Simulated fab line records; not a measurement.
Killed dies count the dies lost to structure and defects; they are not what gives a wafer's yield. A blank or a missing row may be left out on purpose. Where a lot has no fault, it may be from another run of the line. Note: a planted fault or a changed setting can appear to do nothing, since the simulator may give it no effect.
The tool behind it: which one? -- flow rit_cmos -- 14 lots, 42 wafers sampled, at 2 steps of a route of 202

## WHAT EACH GAUGE READ, for each wafer
RIT_ACTIVE_THK_MEAS_02.
lot,measured,on,ACTIVE_OXIDE_THK (nm)
L723,day 1 12:05,film_metro-04,45.8 47.0 45.2
L725,day 1 22:05,film_metro-04,47.8 47.2 47.6
L726,day 2 05:09,film_metro-04,46.3 46.6 46.3
L727,day 2 08:04,film_metro-02,47.4 47.0 47.6
L728,day 2 13:04,film_metro-04,47.2 47.2 47.1
L729,day 2 18:04,film_metro-03,47.0 48.1 47.0
L730,day 2 23:43,film_metro-04,46.7 46.4 46.5
L732,day 3 09:04,film_metro-04,52.0 52.5 51.8
L733,day 3 14:04,film_metro-02,47.0 46.6 47.0
L734,day 3 19:03,film_metro-02,52.7 52.4 52.3
L739,day 4 20:04,film_metro-02,47.1 46.3 45.8
L743,day 5 16:13,film_metro-04,47.6 48.3 48.0
L744,day 5 21:05,film_metro-04,46.5 46.7 46.1
L745,day 6 02:15,film_metro-04,45.8 45.5 46.5

## EACH LOT AND THE TOOL THAT RAN IT (in order: tool; ch and the chambers of the sampled wafers; start)
lot,RIT_ACTIVE_OXIDATION_01
L723,"furnace-04 ch 0, day 1 10:07"
L725,"furnace-04 ch 0, day 1 20:07"
L726,"furnace-01 ch 0, day 2 03:13"
L727,"furnace-03 ch 0, day 2 06:07"
L728,"furnace-03 ch 0, day 2 11:07"
L729,"furnace-03 ch 0, day 2 16:07"
L730,"furnace-03 ch 0, day 2 21:47"
L732,"furnace-03 ch 0, day 3 07:07"
L733,"furnace-04 ch 0, day 3 12:07"
L734,"furnace-03 ch 0, day 3 17:07"
L739,"furnace-01 ch 0, day 4 18:07"
L743,"furnace-01 ch 0, day 5 14:16"
L744,"furnace-04 ch 0, day 5 19:07"
L745,"furnace-01 ch 0, day 6 00:19"
- RIT_ACTIVE_OXIDATION_01: target thk 46.8 nm, ox time 3360 s.

## WHAT THE TOOLS THEMSELVES READ (means of the sampled wafers that have a number; where no wafer has one, the mark that the record gives instead)
RIT_ACTIVE_OXIDATION_01.
lot,tool,spike_tc_centre_C (C),spike_tc_source_C (C)
L723,furnace-04,999.6,1023.7
L725,furnace-04,999.8,1022.7
L726,furnace-01,1002.5,1024.1
L727,furnace-03,1001.7,1024.6
L728,furnace-03,1001.3,1024.2
L729,furnace-03,1000.5,1025.0
L730,furnace-03,1001.2,1025.2
L732,furnace-03,1001.9,1024.0
L733,furnace-04,999.5,1022.9
L734,furnace-03,1002.1,1024.7
L739,furnace-01,1002.3,1024.1
L743,furnace-01,1002.5,1024.2
L744,furnace-04,1000.6,1023.1
L745,furnace-01,1003.0,1023.6

## THE ANSWER, worked out from the rows above alone
Rule: the lots themselves supply what counts as usual. Put in order of their means at a reading, lots are off if they are a third of the lots or fewer, leave a main group of 4 or more, and stand apart from it by a gap of 3 or more times the standard deviation of the main group's means; of several such gaps the widest counts. A main group whose means are all the same, to the digits that the tables above print for the reading, isn't used. Also off: a lot with no number at a reading for which 4 or more lots have one. Where the step has rows for the other lots, those lots are counted as sound. First the gauges in route order, then the tools' own readings, where a lot's mean is used as printed above. The first step at which some lot is off is used, and at that step the reading that is off furthest; a lot without a number counts as furthest.
Off: L732, L734, at RIT_ACTIVE_THK_MEAS_02 (ACTIVE_OXIDE_THK). For the main group the mean is 46.8 nm and the standard deviation 0.62.
A tool fits if, at a process step before that reading, it ran every lot that is off, and no sound lot after the first of them. Those tools and the gauges at RIT_ACTIVE_THK_MEAS_02 are tried in the same way. One fits: furnace-03 at RIT_ACTIVE_OXIDATION_01. A fault onset in the window from L730 (day 2 21:47, its last sound lot) to L732 (day 3 07:07, its first lot off) fits.

## WHAT HAD BEEN PUT IN BY THE SIMULATOR
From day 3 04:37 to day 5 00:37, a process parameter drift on furnace-03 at RIT_ACTIVE_OXIDATION_01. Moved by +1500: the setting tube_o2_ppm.
Shown lots that were struck: L732, L734. This agrees with what the rule above found.
